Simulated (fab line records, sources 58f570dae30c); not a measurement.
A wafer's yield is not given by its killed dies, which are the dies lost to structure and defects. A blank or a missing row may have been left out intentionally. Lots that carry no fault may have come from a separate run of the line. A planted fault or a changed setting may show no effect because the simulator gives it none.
The tool behind it: which one? -- flow berkeley-cmos170 -- 42 wafers from 14 lots sampled at 5 of the route's 331 steps

## WHAT THE GAUGES SHOWED, per wafer
UCB170_PWELL_THK_MEAS_03.
lot,measured,on,PWELL_OXIDE_THK (nm)
L964,day 2 16:05,film-metro-03,25.4 25.7 25.7
L966,day 3 09:41,film-metro-03,25.4 25.4 25.5
L965,day 3 09:44,film-metro-03,25.7 25.8 25.3
L967,day 3 09:49,film-metro-03,25.6 25.8 25.9
L968,day 3 16:50,film-metro-04,25.4 25.9 25.5
L969,day 4 07:00,film-metro-04,25.8 26.0 26.4
L971,day 4 13:05,film-metro-04,25.8 25.7 26.2
L972,day 4 20:08,film-metro-03,26.3 26.3 26.3
L974,day 5 02:58,film-metro-03,25.1 25.5 25.4
L975,day 5 14:22,film-metro-03,26.0 26.5 26.2
L976,day 5 14:22,film-metro-04,26.8 26.5 26.5
L979,day 6 06:53,film-metro-04,26.7 26.6 26.2
L981,day 6 16:50,film-metro-04,26.8 26.2 26.8
L986,day 7 18:22,film-metro-04,26.2 26.3 26.4

UCB170_SDANNEAL_RS_MEAS_04: uses a four-point probe to measure.
lot,measured,on,PLDD_RS (ohm/sq)
L964,day 8 06:24,film-metro-04,1031.9 1031.3 1029.9
L966,day 8 19:24,film-metro-04,1033.4 1034.5 1032.8
L965,day 8 18:38,film-metro-04,1030.8 1029.4 1031.1
L967,day 8 20:16,film-metro-02,1035.0 1033.2 1032.6
L968,day 8 19:50,film-metro-03,1034.8 1033.8 1034.1
L969,day 9 09:09,film-metro-03,1028.5 1029.7 1029.7
L971,day 9 21:08,film-metro-04,1031.3 1034.0 1030.6
L972,day 9 21:11,film-metro-03,1033.0 1033.1 1030.9
L974,day 10 05:18,film-metro-04,1031.9 1032.6 1034.5
L975,day 10 15:31,film-metro-03,1027.9 1026.9 1033.9
L976,day 10 15:20,film-metro-02,1032.5 1035.1 1030.8
L979,day 11 03:41,film-metro-02,1061.4 1061.3 1061.4
L981,day 11 09:47,film-metro-04,1065.5 1064.5 1064.0
L986,day 12 16:47,film-metro-03,1036.0 1031.7 1033.5

UCB170_M2_THK_MEAS_03: measures by xrf.
lot,measured,on,M2_AL_THK (nm)
L964,day 8 17:18,film-metro-01,867 886 881
L966,day 9 13:02,film-metro-04,875 868 868
L965,day 9 11:40,film-metro-03,863 872 879
L967,day 9 13:17,film-metro-03,872 876 876
L968,day 9 12:49,film-metro-01,908 877 895
L969,day 9 22:18,film-metro-01,882 881 888
L971,day 10 09:39,film-metro-04,863 868 864
L972,day 10 13:05,film-metro-04,886 886 885
L974,day 10 22:19,film-metro-03,858 848 876
L975,day 11 04:07,film-metro-01,898 892 896
L976,day 11 02:53,film-metro-03,892 886 880
L979,day 11 18:37,film-metro-03,878 894 885
L981,day 11 21:10,film-metro-01,877 865 866
L986,day 13 06:27,film-metro-04,877 899 895

## WHAT TOOL EACH LOT RAN ON (gives the tool, then ch and the chambers of the sampled wafers, and finally the start)
lot,UCB170_GATE_STRIP_16,UCB170_PLDD_IMPLANT_08
L964,"plasma-asher-03 ch 0,1, day 7 12:33","implanter-02 ch 0, day 7 14:38"
L966,"plasma-asher-03 ch 0,1, day 8 03:09","implanter-01 ch 0, day 8 05:43"
L965,"plasma-asher-02 ch 0,1, day 8 03:04","implanter-02 ch 0, day 8 05:26"
L967,"plasma-asher-03 ch 0,1, day 8 03:34","implanter-02 ch 0, day 8 06:02"
L968,"plasma-asher-02 ch 0,1, day 8 03:21","implanter-04 ch 0, day 8 05:36"
L969,"plasma-asher-03 ch 0,1, day 8 15:35","implanter-02 ch 0, day 8 17:18"
L971,"plasma-asher-04 ch 0,1, day 9 03:59","implanter-04 ch 0, day 9 06:26"
L972,"plasma-asher-02 ch 0,1, day 9 04:14","implanter-02 ch 0, day 9 06:38"
L974,"plasma-asher-03 ch 0,1, day 9 12:01","implanter-04 ch 0, day 9 13:51"
L975,"plasma-asher-03 ch 0,1, day 9 19:41","implanter-02 ch 0, day 9 21:54"
L976,"plasma-asher-02 ch 0,1, day 9 19:50","implanter-01 ch 0, day 9 21:56"
L979,"plasma-asher-02 ch 0, day 10 09:37","implanter-02 ch 0, day 10 12:12"
L981,"plasma-asher-04 ch 0,1, day 10 17:16","implanter-02 ch 0, day 10 19:04"
L986,"plasma-asher-03 ch 0,1, day 11 23:35","implanter-04 ch 0, day 12 03:14"
- UCB170_GATE_STRIP_16: strips in O2.
- UCB170_PLDD_IMPLANT_08

## WHAT THE TOOLS THEMSELVES READ (means of the sampled wafers that have a number; where no wafer has one, the mark that the record gives instead)
UCB170_GATE_STRIP_16.
lot,tool,drypump-motor-current-A (A),oes-product-au (a.u.)
L964,plasma-asher-03,6.0,0.727
L966,plasma-asher-03,6.0,0.724
L965,plasma-asher-02,6.5,0.718
L967,plasma-asher-03,6.2,0.720
L968,plasma-asher-02,6.5,0.722
L969,plasma-asher-03,6.0,0.724
L971,plasma-asher-04,5.8,0.727
L972,plasma-asher-02,6.4,0.721
L974,plasma-asher-03,6.2,0.725
L975,plasma-asher-03,6.2,0.727
L976,plasma-asher-02,6.5,0.725
L979,plasma-asher-02,6.4,0.728
L981,plasma-asher-04,5.9,0.722
L986,plasma-asher-03,6.2,0.725

## THE ANSWER, worked out from the rows above alone
Rule: the usual values come from the lots themselves. The widest of any qualifying gaps counts: lots, ordered by their means at a reading, are off when they make up no more than a third of the lots, leave a main group of 4 or more, and stand apart from it by 3 or more times the standard deviation of that group's means. A main group whose means are all the same, to the digits that the tables above print for the reading, isn't used. Also off: a lot with no number at a reading for which 4 or more lots have one. Where the step has rows for the other lots, those lots are counted as sound. First the gauges in route order, then the tools' own readings, where a lot's mean is used as printed above. The first step at which some lot is off is used, and at that step the reading that is off furthest; a lot without a number counts as furthest.
Off: L979, L981, seen at UCB170_SDANNEAL_RS_MEAS_04 (PLDD_RS). The main group: mean 1032.1 ohm/sq, standard deviation 1.6.
A tool fits if, at a process step before that reading, it ran every lot that is off, and no sound lot after the first of them. Gauges at UCB170_SDANNEAL_RS_MEAS_04: tried the same way as those tools. One fits: UCB170_PLDD_IMPLANT_08 on implanter-02. Its last sound lot is L975 (day 9 21:54), its first lot that is off L979 (day 10 12:12): a fault that began between those two fits.

## WHAT HAD BEEN PUT IN BY THE SIMULATOR
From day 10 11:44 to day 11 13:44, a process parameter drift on implanter-02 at UCB170_PLDD_IMPLANT_08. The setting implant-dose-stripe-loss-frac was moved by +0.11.
Lots struck among those shown: L979, L981. The rule given above showed the same thing.
